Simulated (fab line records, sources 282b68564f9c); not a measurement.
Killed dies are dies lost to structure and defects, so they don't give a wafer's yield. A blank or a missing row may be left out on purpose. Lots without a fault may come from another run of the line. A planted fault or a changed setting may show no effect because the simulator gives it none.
fab line records | flow rit_cmos
record lots=6 wafers=18 last_day=7
route steps=202 shown NWELL@38 PWELL@39 WELLDRIVE@50 NRETRO@53 M1@202
lots that met no fault: from a run of the same line without faults
start_h: hours from the record's first day to the start of the lot's first wafer shown | wait_h: hours since the lot's step before | " the same as in the row above | L1.1+2: a row that stands for several wafers | - no value, or no start given | * or withheld: withheld | < > ~ a bound
route shown NAME@n: a module of which the file shows steps, and the number in the route of the first | usual: mean/standard deviation of fault-free wafers | same: alike in all rows | chamber/n: place in a boat | sites: the reading at each site | _std_site: their standard deviation | _edge_site: outer sites' mean less inner sites' | radius_mm: how far each site lies from the wafer's centre | mask NAME#n: copy n | behind: the tool/chamber that last shaped the wafer | hold: why the lot was held/for how many hours/how that ended | device: the transistor (n, p or np) that didn't switch | end of line: the same wafers' tests at the end of the route | a step without rows: its recipe alone | killed: dies lost to structure and defects at the first sort, not the wafer's yield | map: a wafer's dies, x killed, . not, _ none there
set.NAME: the setting as run; set.NAME@STEP: as run at that earlier step | model.NAME: the simulator's own value behind a step, which no gauge read
lots at some steps of the route; a table a step, a row a wafer
services: from which hour (start_h, from the record's first day; less than 0 if before it) a tool's chamber was out of use, for how many hours, and why
## steps
# step RIT_NWELL_TW_MEAS_10
# usual NWELL_TW=2170/20
# columns lot.wafer tool chamber start_h wait_h NWELL_TW
L142.4 film_metro-03 - 32.16 0.1 2184
L142.5 " - " " 2198
L142.6 " - " " 2191
L145.1 film_metro-04 - 49.60 0.1 2167
L145.5 " - " " 2167
L145.6 " - " " 2175
L151.1 film_metro-01 - 78.77 0.1 2157
L151.3 " - " " 2137
L151.6 " - " " 2155
L153.1 film_metro-03 - 88.47 0.1 2167
L153.4 " - " " 2160
L153.6 " - " " 2161
L159.1 film_metro-01 - 117.48 0.1 2134
L159.2 " - " " 2120
L159.3 " - " " 2130
L163.1 film_metro-01 - 139.25 0.1 2154
L163.3 " - " " 2147
L163.6 " - " " 2152
# step RIT_PWELL_HMDS_00
# recipe prime_time_s=60 prime_temp_c=140
# step RIT_PWELL_COAT_01
# recipe resist=NOVOLAK spin_rpm=2000 resist_thk_nm=1300
# step RIT_PWELL_SOFTBAKE_02
# recipe resist=NOVOLAK temp_c=91.21 time_s=60
# step RIT_PWELL_EXPOSE_03
# recipe mask_id=M3 na=0.57 target_cd_nm=43700 dose_mj=250
# step RIT_PWELL_PEB_04
# recipe resist=NOVOLAK temp_c=withheld time_s=withheld
# step RIT_PWELL_DEVELOP_05
# recipe resist=NOVOLAK develop_time_s=68 dev_temp_c=23
# step RIT_PWELL_OVL_MEAS_06
# usual PWELL_OVL=0.9/1.4
# columns lot.wafer tool chamber start_h wait_h PWELL_OVL[nm]
L142.4 overlay-02 - 33.22 - 1.7
L142.5 " - " " 3.7
L142.6 " - " " 1.7
L145.1 overlay-02 - 50.67 - -1.1
L145.5 " - " " 0.0
L145.6 " - " " -1.8
L151.1 overlay-01 - 79.71 - 1.0
L151.3 " - " " 0.1
L151.6 " - " " -0.8
L153.1 overlay-01 - 89.44 - -0.1
L153.4 " - " " 1.6
L153.6 " - " " 1.5
L159.1 overlay-02 - 118.58 - 0.7
L159.2 " - " " 2.7
L159.3 " - " " -0.4
L163.1 overlay-02 - 140.19 - 1.0
L163.3 " - " " -0.9
L163.6 " - " " -0.7
# step RIT_PWELL_HARDBAKE_07
# recipe resist=NOVOLAK temp_c=140 time_s=120
# step RIT_PWELL_IMPLANT_08
# recipe species=B energy_kev=173.2 dose_cm2=7e+13 tilt_deg=7
# step RIT_PWELL_STRIP_09
# recipe chemistry=O2 time_s=180 resist=NOVOLAK platen_temp_c=withheld power_w=500 pressure_mtorr=4000 o2_flow_sccm=4000
# usual drypump_motor_current_A=5.8/0.61
# columns lot.wafer tool chamber start_h wait_h drypump_motor_current_A rf_hours_counter_h
L142.4 plasma_asher-03 1 33.69 0.1 4.8 -
L142.5 " 1 " " 4.9 -
L142.6 " 0 " " 6.4 -
L145.1 plasma_asher-01 0 51.11 0.1 5.2 43
L145.5 " 1 " " 6.5 -
L145.6 " 0 " " 5.2 -
L151.1 plasma_asher-01 0 80.15 0.1 5.2 45
L151.3 " 1 " " 6.5 -
L151.6 " 1 " " 6.5 -
L153.1 plasma_asher-03 0 89.88 0.1 6.4 27
L153.4 " 1 " " 4.8 -
L153.6 " 1 " " 4.9 -
L159.1 plasma_asher-01 1 119.02 0.1 6.5 51
L159.2 " 0 " " 5.2 51
L159.3 " 1 " " 6.5 -
L163.1 plasma_asher-04 0 140.63 0.1 6.0 55
L163.3 " 0 " " 6.0 -
L163.6 " 0 " " 6.0 -
# step RIT_PWELL_TW_MEAS_10
# usual PWELL_TW=962/9.6
# columns lot.wafer tool chamber start_h wait_h PWELL_TW
L142.4 film_metro-04 - 33.84 0.1 981
L142.5 " - " " 974
L142.6 " - " " 977
L145.1 film_metro-03 - 51.28 0.1 965
L145.5 " - " " 965
L145.6 " - " " 963
L151.1 film_metro-01 - 80.33 0.1 954
L151.3 " - " " 953
L151.6 " - " " 958
L153.1 film_metro-01 - 90.05 0.1 957
L153.4 " - " " 953
L153.6 " - " " 954
L159.1 film_metro-01 - 119.20 0.1 949
L159.2 " - " " 947
L159.3 " - " " 943
L163.1 film_metro-01 - 140.81 0.1 959
L163.3 " - " " 952
L163.6 " - " " 957
# step RIT_WELLDRIVE_ANNEAL_00
# recipe temp_c=1100 time_s=14700 ambient=N2
# usual run_length_s=18270/6
# columns lot.wafer tool chamber start_h wait_h run_length_s
L142.4 furnace-01 0 34.73 0.9 18270
L142.5 " 0 " " 18270
L142.6 " 0 " " 18270
L145.1 furnace-03 0 51.34 0.1 18273
L145.5 " 0 " " 18273
L145.6 " 0 " " 18273
L151.1 furnace-01 0 80.40 0.1 9452
L151.3 " 0 " " 9452
L151.6 " 0 " " 9452
L153.1 furnace-01 0 90.11 0.1 9458
L153.4 " 0 " " 9458
L153.6 " 0 " " 9458
L159.1 furnace-04 0 119.26 0.1 18272
L159.2 " 0 " " 18272
L159.3 " 0 " " 18272
L163.1 furnace-04 0 142.05 1.2 18258
L163.3 " 0 " " 18258
L163.6 " 0 " " 18258
# step RIT_WELLDRIVE_RS_MEAS_01
# recipe thk_meas_gauge=four-point-probe
# usual NWELL_RS=275.8/0.82
# columns lot.wafer tool chamber start_h wait_h NWELL_RS[ohm/sq]
L142.4 film_metro-01 - 39.88 0.1 274.0
L142.5 " - " " 274.4
L142.6 " - " " 273.3
L145.1 film_metro-01 - 56.43 0.0 276.1
L145.5 " - " " 276.3
L145.6 " - " " 275.8
L151.1 film_metro-04 - 85.48 2.5 322.0
L151.3 " - " " 322.3
L151.6 " - " " 322.6
L153.1 film_metro-01 - 95.19 2.5 321.4
L153.4 " - " " 321.5
L153.6 " - " " 323.4
L159.1 film_metro-03 - 124.34 0.0 276.5
L159.2 " - " " 276.7
L159.3 " - " " 276.4
L163.1 film_metro-01 - 147.14 0.0 275.4
L163.3 " - " " 275.5
L163.6 " - " " 276.2
# step RIT_WELLDRIVE_RS_MEAS_02
# recipe thk_meas_gauge=four-point-probe
# usual PWELL_RS=429.1/1.1
# columns lot.wafer tool chamber start_h wait_h PWELL_RS[ohm/sq]
L142.4 film_metro-01 - 40.00 0.1 428.1
L142.5 " - " " 427.6
L142.6 " - " " 429.2
L145.1 film_metro-01 - 56.55 0.1 428.4
L145.5 " - " " 428.9
L145.6 " - " " 429.5
L151.1 film_metro-04 - 85.60 0.1 473.6
L151.3 " - " " 476.0
L151.6 " - " " 472.9
L153.1 film_metro-01 - 95.31 0.1 472.2
L153.4 " - " " 471.7
L153.6 " - " " 471.6
L159.1 film_metro-03 - 124.46 0.1 428.3
L159.2 " - " " 428.9
L159.3 " - " " 429.4
L163.1 film_metro-01 - 147.26 0.1 429.1
L163.3 " - " " 430.2
L163.6 " - " " 429.1
# step RIT_NRETRO_HMDS_00
# recipe prime_time_s=60 prime_temp_c=140
# step RIT_M1_PROBE_99
# usual killed_at_front_end=7/3.3 killed_dies=7/3.3 killed_open=3.3/1.9 killed_short=3.6/2.1
# same gross_dies=264 killed_at_M0_to_M3=0 killed_at_M4_up=0 killed_at_back_side=0 killed_at_contacts=0 killed_at_other=0
# columns lot.wafer tool chamber start_h wait_h killed_at_front_end killed_dies killed_open killed_short model.etest.pmos_0p3.r_on_ohm_um model.etest.pmos_turned.r_on_ohm_um model.etest.pmos_0p15.r_on_ohm_um model.etest.nwell_pinched.rs_ohm_sq model.etest.pwell_pinched.rs_ohm_sq model.etest.pwell.rs_ohm_sq model.etest.nmos_0p3.r_on_ohm_um model.etest.pmos_0p15.drive_ua_um
L142.4 prober-01 - 69.76 0.2 2 2 1 1 6218 3365 2671 338 462.9 409.1 2150 267.3
L142.5 prober-01 - 69.81 0.2 5 5 4 1 6162 3328 2644 335.8 460.9 413.3 2130 266.3
L142.6 prober-01 - 69.86 0.2 4 4 1 3 6114 3314 2645 332.1 457.3 418.1 2123 265.6
L145.1 prober-02 - 87.56 0.1 10 10 5 5 5970 3180 2595 334.3 455.4 416.6 2066 271.2
L145.5 prober-02 - 87.76 0.2 4 4 1 3 6152 3280 2680 338 460.6 421.2 2100 266
L145.6 prober-02 - 87.81 0.2 3 3 1 2 6096 3271 2662 338.1 473.4 423.5 2106 272.6
L151.1 prober-02 - 119.85 0.1 7 7 3 4 6814 3878 3021 428.9 503.7 460.3 2198 223.3
L151.3 prober-02 - 119.95 0.2 7 7 4 3 6799 3842 3053 410.5 503.1 465.8 2157 221.9
L151.6 prober-02 - 120.10 0.2 10 10 6 4 7038 4039 3138 430.6 507 459.1 2254 212
L153.1 prober-02 - 126.52 0.1 10 10 6 4 6620 3682 2954 419.9 489.8 448.4 2115 231.9
L153.4 prober-02 - 126.67 0.2 9 9 3 6 6613 3742 3011 435.8 500.3 446.6 2148 228.3
L153.6 prober-02 - 126.77 0.2 8 8 4 4 6630 3683 2917 432.6 497.9 449.6 2146 235.5
L159.1 prober-02 - 152.75 0.1 8 8 3 5 6563 3545 2886 341 457.7 410.1 2183 244.7
L159.2 prober-02 - 152.80 0.1 4 4 1 3 6473 3605 2871 341.2 451.6 406.1 2176 245.5
L159.3 prober-02 - 152.85 0.2 7 7 4 3 6290 3420 2780 332.6 449.7 409.5 2111 252.1
L163.1 prober-02 - 176.68 0.1 6 6 2 4 6120 3356 2678 335 455.9 416.1 2147 264.4
L163.3 prober-02 - 176.78 0.2 4 4 1 3 6217 3447 2735 335.5 455.6 418.9 2151 258.6
L163.6 prober-02 - 176.93 0.2 6 6 1 5 6359 3497 2767 340.4 459.6 416.7 2197 252.4
# killed by level:class
L142.4 SPACER:geometric_particle:open=1 SILICIDE:geometric_particle:short=1
L142.5 FOX1:geometric_particle:open=2 FOX2:geometric_particle:short=1 GATE:geometric_particle:open=1 REOX:geometric_particle:open=1
L142.6 FOX1:geometric_particle:short=1 FOX1:geometric_particle:open=1 REOX:geometric_particle:short=1 SPACER:geometric_particle:short=1
L145.1 GATE:geometric_particle:short=2 FOX1:geometric_particle:short=1 FOX1:geometric_particle:open=1 FOX2:geometric_particle:open=1 GATE:geometric_particle:open=1 REOX:geometric_particle:short=1 SPACER:geometric_particle:open=1 SPACER:geometric_particle:short=1
L145.5 FOX1:geometric_particle:short=2 GATE:geometric_particle:short=1 SILICIDE:geometric_particle:open=1
L145.6 FOX1:geometric_particle:short=1 GATE:geometric_particle:short=1 SPACER:geometric_particle:open=1
L151.1 GATE:geometric_particle:short=4 FOX1:geometric_particle:open=1 FOX2:geometric_particle:open=1 GATE:geometric_particle:open=1
L151.3 GATE:geometric_particle:open=3 SPACER:geometric_particle:short=2 FOX1:geometric_particle:open=1 GATE:geometric_particle:short=1
L151.6 FOX1:geometric_particle:short=2 GATE:geometric_particle:short=2 SPACER:geometric_particle:open=2 FOX1:geometric_particle:open=1 GATE:geometric_particle:open=1 REOX:geometric_particle:open=1 SILICIDE:geometric_particle:open=1
L153.1 GATE:geometric_particle:open=3 GATE:geometric_particle:short=3 FOX1:geometric_particle:open=2 FOX1:geometric_particle:short=1 SILICIDE:geometric_particle:open=1
L153.4 FOX1:geometric_particle:short=3 FOX1:geometric_particle:open=2 FOX2:geometric_particle:short=1 GATE:geometric_particle:short=1 SPACER:geometric_particle:short=1 SILICIDE:geometric_particle:open=1
L153.6 GATE:geometric_particle:open=3 REOX:geometric_particle:short=3 REOX:geometric_particle:open=1 SILICIDE:geometric_particle:short=1
L159.1 GATE:geometric_particle:short=4 GATE:geometric_particle:open=2 REOX:geometric_particle:short=1 SPACER:geometric_particle:open=1
L159.2 GATE:geometric_particle:short=3 GATE:geometric_particle:open=1
L159.3 GATE:geometric_particle:open=2 REOX:geometric_particle:short=2 GATE:geometric_particle:short=1 REOX:geometric_particle:open=1 SPACER:geometric_particle:open=1
L163.1 GATE:geometric_particle:short=2 GATE:geometric_particle:open=1 REOX:geometric_particle:short=1 SPACER:geometric_particle:short=1 SILICIDE:geometric_particle:open=1
L163.3 SPACER:geometric_particle:short=2 FOX2:geometric_particle:short=1 GATE:geometric_particle:open=1
L163.6 FOX1:geometric_particle:short=2 GATE:geometric_particle:short=2 FOX2:geometric_particle:short=1 GATE:geometric_particle:open=1
## services
# columns tool chamber start_h hours kind
furnace-01 - 17.56 3.5 pm
plasma_asher-04 - 32.25 2.2 repair
furnace-03 - 35.50 3.8 pm
plasma_asher-03 - 41.25 0.8 repair
furnace-03 - 72.40 3.4 pm
furnace-01 - 96.51 4.2 pm
plasma_asher-03 - 99.91 28.1 pm
furnace-04 - 115.36 3.7 pm
plasma_asher-01 - 129.07 1.5 repair
plasma_asher-03 - 136.23 5.4 repair
furnace-01 - 140.02 2.4 pm
## key
first_sign step=RIT_WELLDRIVE_ANNEAL_00 reading=run_length_s direction=down sigmas=99+ usual=* struck=*
effect step=RIT_WELLDRIVE_RS_MEAS_01 reading=NWELL_RS direction=up sigmas=56 usual=275.8 struck=322.2
effect step=RIT_WELLDRIVE_RS_MEAS_02 reading=PWELL_RS direction=up sigmas=40 usual=429.1 struck=473.0
model_effect step=RIT_M1_PROBE_99 value=etest.pmos_0p3.r_on_ohm_um without=6358 struck=6752
met_at RIT_WELLDRIVE_ANNEAL_00
struck_wafers L151.1,L151.3,L151.6,L153.1,L153.4,L153.6
tester_left_out L151,L153
onset_between 34.73 80.40
fault kind=process_parameter_drift tool=furnace-01 chamber=- onset_h=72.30 steps=RIT_WELLDRIVE_ANNEAL_00 channel=time_s offset=* shape=step end_h=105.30 acts_in=* stated=*
# tester_left_out: of these lots the tester's yield and bins aren't shown, on N5 and GAA mostly nor the transistor test; their killed dies are dies lost to structure and defects alone, not to doping, threshold or leakage, so they don't give the yield
